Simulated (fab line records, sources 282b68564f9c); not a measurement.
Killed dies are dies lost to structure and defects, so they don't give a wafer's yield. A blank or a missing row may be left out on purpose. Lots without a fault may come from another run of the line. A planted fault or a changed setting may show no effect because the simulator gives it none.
fab line records | flow rit_cmos
record lots=13 wafers=39 last_day=7
route steps=202 shown NWELL@31 M1@202
lots that met no fault: from a run of the same line without faults
start_h: hours from the record's first day to the start of the lot's first wafer shown | wait_h: hours since the lot's step before | " the same as in the row above | L1.1+2: a row that stands for several wafers | - no value, or no start given | * or withheld: withheld | < > ~ a bound
route shown NAME@n: a module of which the file shows steps, and the number in the route of the first | usual: mean/standard deviation of fault-free wafers | same: alike in all rows | chamber/n: place in a boat | sites: the reading at each site | _std_site: their standard deviation | _edge_site: outer sites' mean less inner sites' | radius_mm: how far each site lies from the wafer's centre | mask NAME#n: copy n | behind: the tool/chamber that last shaped the wafer | hold: why the lot was held/for how many hours/how that ended | device: the transistor (n, p or np) that didn't switch | end of line: the same wafers' tests at the end of the route | a step without rows: its recipe alone | killed: dies lost to structure and defects at the first sort, not the wafer's yield | map: a wafer's dies, x killed, . not, _ none there
set.NAME: the setting as run; set.NAME@STEP: as run at that earlier step | model.NAME: the simulator's own value behind a step, which no gauge read
steps of the route over a sample of lots; a table a step, a row a wafer
services: from which hour (start_h, from the record's first day; less than 0 if before it) a tool's chamber was out of use, for how many hours, and why
## steps
# step RIT_NWELL_EXPOSE_03
# recipe mask_id=M2 na=0.57 target_cd_nm=43900 dose_mj=250
# usual reticle_temp_C=22.99/0.11
# columns lot.wafer tool chamber start_h wait_h mask reticle_temp_C
L541.2 iline_stepper-02 0 31.25 0.1 M2#0 23.14
L541.3 " 0 " " M2#0 23.19
L541.5 " 0 " " M2#0 23.05
L542.4 iline_stepper-01 0 37.38 0.2 M2#0 23.01
L542.5 " 0 " " M2#0 22.96
L542.6 " 0 " " M2#0 22.95
L544.1 iline_stepper-02 0 45.37 0.2 M2#0 22.94
L544.2 " 0 " " M2#0 22.83
L544.6 " 0 " " M2#0 22.79
L546.4 iline_stepper-02 0 54.69 0.2 M2_R1#0 23.09
L546.5 " 0 " " M2_R1#0 23.06
L546.6 " 0 " " M2_R1#0 23.16
L547.1 iline_stepper-01 0 76.24 0.2 M2#0 22.92
L547.3 " 0 " " M2#0 22.85
L547.4 " 0 " " M2#0 22.96
L548.1 iline_stepper-02 0 76.48 0.5 M2#0 23.00
L548.3 " 0 " " M2#0 22.86
L548.4 " 0 " " M2#0 23.00
L552.1 iline_stepper-01 0 94.51 0.1 M2#0 23.00
L552.3 " 0 " " M2#0 22.90
L552.6 " 0 " " M2#0 22.90
L556.1 iline_stepper-02 0 111.33 0.2 M2#0 22.86
L556.4 " 0 " " M2#0 22.90
L556.6 " 0 " " M2#0 22.99
L558.1 iline_stepper-01 0 117.13 0.1 M2#0 23.12
L558.2 " 0 " " M2#0 22.98
L558.5 " 0 " " M2#0 22.98
L559.1 iline_stepper-02 0 117.38 0.2 M2#0 22.91
L559.3 " 0 " " M2#0 22.80
L559.6 " 0 " " M2#0 23.05
L561.1 iline_stepper-02 0 128.13 0.2 M2#0 23.18
L561.3 " 0 " " M2#0 23.05
L561.5 " 0 " " M2#0 23.12
L562.2 iline_stepper-01 0 131.93 0.2 M2#0 22.99
L562.4 " 0 " " M2#0 22.96
L562.6 " 0 " " M2#0 23.05
L563.1 iline_stepper-02 0 136.17 0.3 M2#0 23.07
L563.4 " 0 " " M2#0 23.14
L563.6 " 0 " " M2#0 23.05
# step RIT_M1_PROBE_99
# usual killed_at_contacts=0.1/0.23 killed_at_front_end=6.7/2.9 killed_dies=6.8/2.9 killed_on_rim=1.9/1.4 killed_open=3.5/2.1 killed_short=3.2/1.9
# same gross_dies=264 killed_at_M0_to_M3=0 killed_at_M4_up=0 killed_at_back_side=0 killed_at_other=0
# columns lot.wafer tool chamber start_h wait_h killed_at_contacts killed_at_front_end killed_dies killed_on_rim killed_open killed_short
L541.2 prober-02 - 81.39 0.1 0 11 11 4 7 3
L541.3 prober-02 - 81.44 0.2 0 5 5 1 3 2
L541.5 prober-02 - 81.54 0.2 0 6 6 2 1 5
L546.4 prober-01 - 108.43 0.2 0 8 8 3 4 4
L546.5 prober-01 - 108.48 0.2 0 6 6 1 3 3
L546.6 prober-01 - 108.53 0.2 0 6 6 2 2 4
L556.1 prober-02 - 153.96 0.1 0 7 7 3 1 6
L556.4 prober-02 - 154.11 0.2 0 10 10 1 4 6
L556.6 prober-02 - 154.21 0.2 0 4 4 2 1 3
L559.1 prober-01 - 156.77 0.1 0 10 10 3 4 6
L559.3 prober-01 - 156.87 0.2 0 10 10 4 3 7
L559.6 prober-01 - 157.02 0.2 0 4 4 0 3 1
L558.1 prober-02 - 158.50 0.1 0 3 3 0 1 2
L558.2 prober-02 - 158.55 0.1 0 3 3 1 0 3
L558.5 prober-02 - 158.70 0.2 0 13 13 5 6 7
L562.2 prober-01 - 171.71 0.1 1 4 5 2 0 5
L562.4 prober-01 - 171.81 0.2 0 5 5 1 3 2
L562.6 prober-01 - 171.91 0.2 0 9 9 1 3 6
# killed by level:class
L541.2 GATE:geometric_particle:open=4 REOX:geometric_particle:open=1 FOX1:geometric_particle:short=1 FOX1:geometric_particle:open=1 GATE:geometric_particle:short=1 SPACER:geometric_particle:short=1 SILICIDE:geometric_particle:open=1 NSD:coat_microbubble_printed=1
L541.3 FOX1:geometric_particle:open=2 FOX2:geometric_particle:short=2 SPACER:geometric_particle:open=1
L541.5 GATE:geometric_particle:short=4 GATE:geometric_particle:open=1 FOX2:geometric_particle:short=1
L546.4 FOX1:geometric_particle:open=2 GATE:geometric_particle:short=2 GATE:geometric_particle:open=1 REOX:geometric_particle:short=1 SPACER:geometric_particle:open=1 SPACER:geometric_particle:short=1
L546.5 GATE:geometric_particle:short=2 REOX:geometric_particle:open=2 GATE:geometric_particle:open=1 SPACER:geometric_particle:short=1
L546.6 FOX1:geometric_particle:short=2 GATE:geometric_particle:short=1 GATE:geometric_particle:open=1 SPACER:geometric_particle:open=1 SILICIDE:geometric_particle:short=1
L556.1 GATE:geometric_particle:short=2 SPACER:geometric_particle:short=2 GATE:geometric_particle:open=1 REOX:geometric_particle:short=1 SILICIDE:geometric_particle:short=1
L556.4 SILICIDE:geometric_particle:short=4 SILICIDE:geometric_particle:open=2 GATE:geometric_particle:short=1 GATE:geometric_particle:open=1 REOX:geometric_particle:open=1 SPACER:geometric_particle:short=1
L556.6 REOX:geometric_particle:short=2 GATE:geometric_particle:short=1 GATE:geometric_particle:open=1
L559.1 GATE:geometric_particle:short=3 REOX:geometric_particle:open=2 SPACER:geometric_particle:short=2 FOX2:geometric_particle:short=1 GATE:geometric_particle:open=1 SPACER:geometric_particle:open=1
L559.3 GATE:geometric_particle:short=4 GATE:geometric_particle:open=2 REOX:geometric_particle:short=2 FOX1:geometric_particle:short=1 FOX1:geometric_particle:open=1
L559.6 FOX1:geometric_particle:open=1 FOX2:geometric_particle:short=1 SPACER:geometric_particle:open=1 SILICIDE:geometric_particle:open=1
L558.1 SILICIDE:geometric_particle:short=2 SILICIDE:geometric_particle:open=1
L558.2 SPACER:geometric_particle:short=2 FOX1:geometric_particle:short=1
L558.5 GATE:geometric_particle:open=3 SILICIDE:geometric_particle:short=3 GATE:geometric_particle:short=2 SILICIDE:geometric_particle:open=2 FOX1:geometric_particle:short=1 SPACER:geometric_particle:short=1 SPACER:geometric_particle:open=1
L562.2 REOX:geometric_particle:short=2 SPACER:geometric_particle:short=2 CONTACT:geometric_particle:short=1
L562.4 SPACER:geometric_particle:open=2 SPACER:geometric_particle:short=2 REOX:geometric_particle:open=1
L562.6 REOX:geometric_particle:short=2 SPACER:geometric_particle:short=2 FOX1:geometric_particle:open=1 FOX1:geometric_particle:short=1 GATE:geometric_particle:open=1 GATE:geometric_particle:short=1 REOX:geometric_particle:open=1
## services
# columns tool chamber start_h hours kind
iline_stepper-01 - 32.97 1.7 pm
iline_stepper-01 0 48.18 - calibration
iline_stepper-01 - 61.82 1.3 repair
iline_stepper-02 0 65.64 - calibration
iline_stepper-01 - 84.52 4.3 pm
iline_stepper-02 - 91.78 1.7 pm
## key
first_sign step=RIT_NWELL_EXPOSE_03 reading=mask direction=changed
effect none on later readings
met_at RIT_NWELL_EXPOSE_03
struck_lots L546
tester_left_out L546
onset_between 45.37 54.69
fault kind=wrong_mask tool=any chamber=- onset_h=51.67 steps=RIT_NWELL_EXPOSE_03 aux_copy=M2_R1#0 cd_offset_nm=300 scope=struck_lots_only
# tester_left_out: of these lots the tester's yield and bins aren't shown, on N5 and GAA mostly nor the transistor test; their killed dies are dies lost to structure and defects alone, not to doping, threshold or leakage, so they don't give the yield
